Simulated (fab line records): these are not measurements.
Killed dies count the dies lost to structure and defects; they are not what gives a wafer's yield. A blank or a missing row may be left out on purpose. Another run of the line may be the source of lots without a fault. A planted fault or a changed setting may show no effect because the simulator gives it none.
Chamber matching | flow berkeleyCmos170 | 4 sister chambers for UCB170_V2_CMP_02 on cmp-02
The step polishes SiO2. 14 wafers are shown with their chamber, then 7 later ones without.

WAFERS, EACH WITH ITS CHAMBER
wafer  | chamber | motorCurrentA (A) | edgeZonePressureFrac | headPressurePsi (psi)
L839.2 | 1       | 13.6              | 1.001                | 6.006
L839.5 | 3       | 15.0              | 0.993                | 5.990
L839.6 | 0       | 13.1              | 0.994                | 6.004
L843.1 | 3       | 15.5              | 0.998                | 6.020
L843.3 | 0       | 13.2              | 1.003                | 6.013
L843.4 | 1       | 14.8              | 1.005                | 6.024
L845.1 | 3       | 15.4              | 1.005                | 5.971
L845.2 | 1       | 14.5              | 1.004                | 6.001
L845.5 | 2       | 15.3              | 1.009                | 5.986
L847.1 | 2       | 14.8              | 1.010                | 6.002
L847.3 | 3       | 16.2              | 1.003                | 6.015
L847.4 | 1       | 15.1              | 0.990                | 5.988
L849.2 | 3       | 14.9              | 1.002                | 6.022
L849.3 | 0       | 12.8              | 1.011                | 5.989

SIGNATURES (averages over the wafers above)
reading              | chamber 0 | chamber 1 | chamber 2 | chamber 3 | scatter within a chamber
motorCurrentA        | 13.033    | 14.500    | 15.050    | 15.400    | 0.503
edgeZonePressureFrac | 1.00267   | 1.00000   | 1.00950   | 1.00020   | 0.00615
headPressurePsi      | 6.00200   | 6.00475   | 5.99400   | 6.00360   | 0.0175
Rule: a wafer's distance from a chamber is the root of the sum, over the readings, of the square of ((its reading less the chamber's mean) divided by the reading's scatter). If the next closest chamber is less than 2 further off than the closest, the wafer can't be placed; otherwise it belongs to the closest. How the scatter is found: for the shown wafers, subtract from each reading the mean of its chamber, square and add these, divide the total by (wafers less chambers), then take the root.

WAFERS WHOSE CHAMBER IS MISSING
wafer  | motorCurrentA (A) | edgeZonePressureFrac | headPressurePsi (psi)
L849.5 | 14.6              | 1.005                | 5.998
L850.1 | 13.2              | 1.000                | 5.987
L850.3 | 14.3              | 0.994                | 6.023
L850.4 | 16.0              | 0.998                | 5.995
L852.2 | 12.7              | 1.001                | 5.989
L852.5 | 15.5              | 1.004                | 6.015
L852.6 | 15.4              | 0.999                | 5.997

WHICH CHAMBER EACH ONE RAN IN
wafer  | from the rows above               | in truth
L849.5 | can't be placed: 1 or 2 or 3      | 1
L850.1 | can't be placed: 0 or 1           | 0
L850.3 | can't be placed: 1 or 3 or 0 or 2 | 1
L850.4 | can't be placed: 3 or 2 or 1      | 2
L852.2 | 0                                 | 0
L852.5 | can't be placed: 3 or 2 or 1      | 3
L852.6 | can't be placed: 3 or 1 or 2      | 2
Placed correctly: 1 of 7. Not placeable from these rows: 6 (in 6, the candidates include the true chamber). Number placed wrongly: 0.
